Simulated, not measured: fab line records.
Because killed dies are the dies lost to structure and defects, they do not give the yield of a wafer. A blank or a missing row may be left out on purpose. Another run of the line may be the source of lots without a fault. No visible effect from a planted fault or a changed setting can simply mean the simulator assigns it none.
Which tool was responsible? / flow rit_cmos / Sampling: 14 lots, 42 wafers, 5 of 202 route steps

WHAT THE GAUGES SHOWED, per wafer
RIT_NLDD_TW_MEAS_10.
lot=L528; measured=day 2 18:13; on=film_metro-02; NLDD_TW=2426 2437 2425
lot=L534; measured=day 4 00:32; on=film_metro-03; NLDD_TW=2493 2504 2497
lot=L535; measured=day 4 04:28; on=film_metro-02; NLDD_TW=2456 2455 2445
lot=L536; measured=day 4 09:11; on=film_metro-04; NLDD_TW=2492 2498 2494
lot=L539; measured=day 5 01:45; on=film_metro-03; NLDD_TW=2492 2512 2483
lot=L540; measured=day 5 06:59; on=film_metro-04; NLDD_TW=2478 2476 2487
lot=L541; measured=day 5 11:12; on=film_metro-02; NLDD_TW=2461 2438 2443
lot=L542; measured=day 5 16:38; on=film_metro-03; NLDD_TW=2497 2497 2484
lot=L543; measured=day 5 22:32; on=film_metro-04; NLDD_TW=2479 2478 2472
lot=L544; measured=day 6 02:21; on=film_metro-04; NLDD_TW=2467 2484 2475
lot=L548; measured=day 6 22:43; on=film_metro-04; NLDD_TW=2787 2779 2778
lot=L549; measured=day 7 02:25; on=film_metro-03; NLDD_TW=2785 2788 2795
lot=L550; measured=day 7 08:25; on=film_metro-02; NLDD_TW=2454 2459 2453
lot=L551; measured=day 7 12:13; on=film_metro-04; NLDD_TW=2460 2471 2473

RIT_PSD_TW_MEAS_10.
lot=L528; measured=day 3 01:15; on=film_metro-04; PSD_TW=3410 3405 3406
lot=L534; measured=day 4 07:17; on=film_metro-04; PSD_TW=3411 3446 3430
lot=L535; measured=day 4 11:22; on=film_metro-02; PSD_TW=3355 3368 3349
lot=L536; measured=day 4 16:36; on=film_metro-02; PSD_TW=3378 3373 3379
lot=L539; measured=day 5 08:58; on=film_metro-03; PSD_TW=3437 3429 3423
lot=L540; measured=day 5 14:11; on=film_metro-02; PSD_TW=3364 3367 3372
lot=L541; measured=day 5 18:27; on=film_metro-04; PSD_TW=3430 3432 3413
lot=L542; measured=day 6 02:38; on=film_metro-02; PSD_TW=3371 3360 3365
lot=L543; measured=day 6 06:50; on=film_metro-04; PSD_TW=3407 3410 3425
lot=L544; measured=day 6 09:17; on=film_metro-04; PSD_TW=3415 3422 3414
lot=L548; measured=day 7 05:44; on=film_metro-02; PSD_TW=3390 3408 3398
lot=L549; measured=day 7 09:41; on=film_metro-02; PSD_TW=3361 3383 3391
lot=L550; measured=day 7 15:18; on=film_metro-04; PSD_TW=3409 3418 3428
lot=L551; measured=day 7 19:13; on=film_metro-02; PSD_TW=3377 3372 3378

RIT_SDANNEAL_RS_MEAS_07: measurement is done with a four-point probe.
lot=L528; measured=day 3 02:08; on=film_metro-02; NLDD_RS (ohm/sq)=151.8 152.2 152.3
lot=L534; measured=day 4 08:10; on=film_metro-03; NLDD_RS (ohm/sq)=152.2 151.6 151.8
lot=L535; measured=day 4 12:14; on=film_metro-04; NLDD_RS (ohm/sq)=151.4 151.1 150.8
lot=L536; measured=day 4 17:29; on=film_metro-04; NLDD_RS (ohm/sq)=151.8 151.3 151.6
lot=L539; measured=day 5 09:52; on=film_metro-04; NLDD_RS (ohm/sq)=152.0 151.5 151.8
lot=L540; measured=day 5 15:04; on=film_metro-04; NLDD_RS (ohm/sq)=151.4 152.0 151.6
lot=L541; measured=day 5 19:21; on=film_metro-02; NLDD_RS (ohm/sq)=151.6 151.8 151.5
lot=L542; measured=day 6 03:32; on=film_metro-04; NLDD_RS (ohm/sq)=152.7 152.6 152.5
lot=L543; measured=day 6 07:44; on=film_metro-04; NLDD_RS (ohm/sq)=151.9 151.6 151.6
lot=L544; measured=day 6 10:12; on=film_metro-03; NLDD_RS (ohm/sq)=151.9 152.4 152.3
lot=L548; measured=day 7 06:37; on=film_metro-03; NLDD_RS (ohm/sq)=103.9 104.2 104.0
lot=L549; measured=day 7 10:32; on=film_metro-02; NLDD_RS (ohm/sq)=103.4 103.7 103.4
lot=L550; measured=day 7 16:10; on=film_metro-02; NLDD_RS (ohm/sq)=150.7 150.7 150.9
lot=L551; measured=day 7 20:05; on=film_metro-02; NLDD_RS (ohm/sq)=152.6 152.2 152.3

RIT_M1_CD_MEAS_09 targets a cd of 2600 nm.
lot=L528; measured=day 3 06:34; on=cd_sem-01; cd_nm (nm)=2602.0 2602.3 2601.7
lot=L534; measured=day 4 13:58; on=cd_sem-01; cd_nm (nm)=2596.2 2595.7 2595.7
lot=L535; measured=day 4 16:59; on=cd_sem-02; cd_nm (nm)=2600.1 2600.1 2599.9
lot=L536; measured=day 4 21:47; on=cd_sem-02; cd_nm (nm)=2599.5 2601.0 2601.0
lot=L539; measured=day 5 14:16; on=cd_sem-02; cd_nm (nm)=2600.2 2601.9 2601.7
lot=L540; measured=day 5 19:29; on=cd_sem-02; cd_nm (nm)=2602.6 2599.4 2598.8
lot=L541; measured=day 5 23:43; on=cd_sem-02; cd_nm (nm)=2601.7 2603.1 2602.5
lot=L542; measured=day 6 08:08; on=cd_sem-01; cd_nm (nm)=2600.2 2599.6 2600.9
lot=L543; measured=day 6 12:07; on=cd_sem-02; cd_nm (nm)=2604.6 2602.6 2604.2
lot=L544; measured=day 6 14:57; on=cd_sem-02; cd_nm (nm)=2596.4 2597.3 2597.0
lot=L548; measured=day 7 11:07; on=cd_sem-01; cd_nm (nm)=2599.9 2599.6 2598.9
lot=L549; measured=day 7 15:01; on=cd_sem-02; cd_nm (nm)=2602.4 2601.3 2601.4
lot=L550; measured=day 7 20:24; on=cd_sem-02; cd_nm (nm)=2600.6 2599.3 2600.4
lot=L551; measured=day 8 00:19; on=cd_sem-02; cd_nm (nm)=2602.4 2603.5 2605.0

WHAT TOOL EACH LOT RAN ON (gives the tool, then ch and the chambers of the sampled wafers, and finally the start)
lot=L528; RIT_NLDD_IMPLANT_08=implanter-01 ch 0, day 2 17:54
lot=L534; RIT_NLDD_IMPLANT_08=implanter-02 ch 0, day 4 00:13
lot=L535; RIT_NLDD_IMPLANT_08=implanter-02 ch 0, day 4 04:08
lot=L536; RIT_NLDD_IMPLANT_08=implanter-03 ch 0, day 4 08:52
lot=L539; RIT_NLDD_IMPLANT_08=implanter-03 ch 0, day 5 01:25
lot=L540; RIT_NLDD_IMPLANT_08=implanter-03 ch 0, day 5 06:41
lot=L541; RIT_NLDD_IMPLANT_08=implanter-02 ch 0, day 5 10:55
lot=L542; RIT_NLDD_IMPLANT_08=implanter-02 ch 0, day 5 16:19
lot=L543; RIT_NLDD_IMPLANT_08=implanter-03 ch 0, day 5 22:13
lot=L544; RIT_NLDD_IMPLANT_08=implanter-01 ch 0, day 6 02:02
lot=L548; RIT_NLDD_IMPLANT_08=implanter-02 ch 0, day 6 22:26
lot=L549; RIT_NLDD_IMPLANT_08=implanter-02 ch 0, day 7 02:06
lot=L550; RIT_NLDD_IMPLANT_08=implanter-01 ch 0, day 7 08:07
lot=L551; RIT_NLDD_IMPLANT_08=implanter-03 ch 0, day 7 11:53
- RIT_NLDD_IMPLANT_08

WHAT THE TOOLS THEMSELVES READ (means of the sampled wafers that have a number; where no wafer has one, the mark that the record gives instead)
RIT_NLDD_IMPLANT_08.
lot=L528 tool=implanter-01 dose_ions_cm2=5e+14 faraday_current_uA=1560
lot=L534 tool=implanter-02 dose_ions_cm2=5e+14 faraday_current_uA=1568
lot=L535 tool=implanter-02 dose_ions_cm2=5e+14 faraday_current_uA=1553
lot=L536 tool=implanter-03 dose_ions_cm2=5e+14 faraday_current_uA=1548
lot=L539 tool=implanter-03 dose_ions_cm2=5e+14 faraday_current_uA=1554
lot=L540 tool=implanter-03 dose_ions_cm2=5e+14 faraday_current_uA=1522
lot=L541 tool=implanter-02 dose_ions_cm2=5e+14 faraday_current_uA=1560
lot=L542 tool=implanter-02 dose_ions_cm2=5e+14 faraday_current_uA=1570
lot=L543 tool=implanter-03 dose_ions_cm2=5e+14 faraday_current_uA=1559
lot=L544 tool=implanter-01 dose_ions_cm2=5e+14 faraday_current_uA=1566
lot=L548 tool=implanter-02 dose_ions_cm2=8e+14 faraday_current_uA=2540
lot=L549 tool=implanter-02 dose_ions_cm2=8e+14 faraday_current_uA=2551
lot=L550 tool=implanter-01 dose_ions_cm2=5e+14 faraday_current_uA=1550
lot=L551 tool=implanter-03 dose_ions_cm2=5e+14 faraday_current_uA=1582

THE ANSWER, worked out from the rows above alone
Rule: what is usual is taken from the lots themselves. The widest of any qualifying gaps counts: lots, ordered by their means at a reading, are off when they make up no more than a third of the lots, leave a main group of 4 or more, and stand apart from it by 3 or more times the standard deviation of that group's means. A main group is skipped when, at the precision printed for the reading in the tables above, its means are all equal. A lot without any number at a reading at which 4 lots or more have one is off too. Where the step has rows for the other lots, those lots are counted as sound. Order of review: gauges by route order, followed by the tools' own readings, for which a lot's mean as printed above is used. At the first step where some lot is off, the reading lying furthest off is the one used; lots without a number count as furthest.
Off: L548, L549, seen at RIT_NLDD_TW_MEAS_10 (NLDD_TW). Mean 2472 and standard deviation 21 in the main group.
If a tool, at a process step before that reading, ran all the lots that are off and no sound lot after the first of them, it fits. Not tried: the gauges at RIT_NLDD_TW_MEAS_10; whatever is off there is also off at RIT_NLDD_IMPLANT_08, on other tools, and gauge error can't account for it. One fits: RIT_NLDD_IMPLANT_08 on implanter-02. Its last sound lot is L542 (day 5 16:19), its first lot that is off L548 (day 6 22:26): a fault that began between those two fits.
The tool's own readings at RIT_NLDD_IMPLANT_08 bear it out: on the lots that are off they differ by more than 5 times the standard deviation of the sound lots' means. dose_ions_cm2 reads 8e+14 there against 5e+14 on the sound lots; faraday_current_uA reads 2546 there against 1558 on the sound lots.

WHAT THE SIMULATOR HAD INSERTED
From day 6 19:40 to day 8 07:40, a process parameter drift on implanter-02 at RIT_NLDD_IMPLANT_08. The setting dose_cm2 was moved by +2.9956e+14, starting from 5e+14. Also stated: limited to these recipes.
Struck lots among those shown: L548, L549. This agrees with what the rule above found.
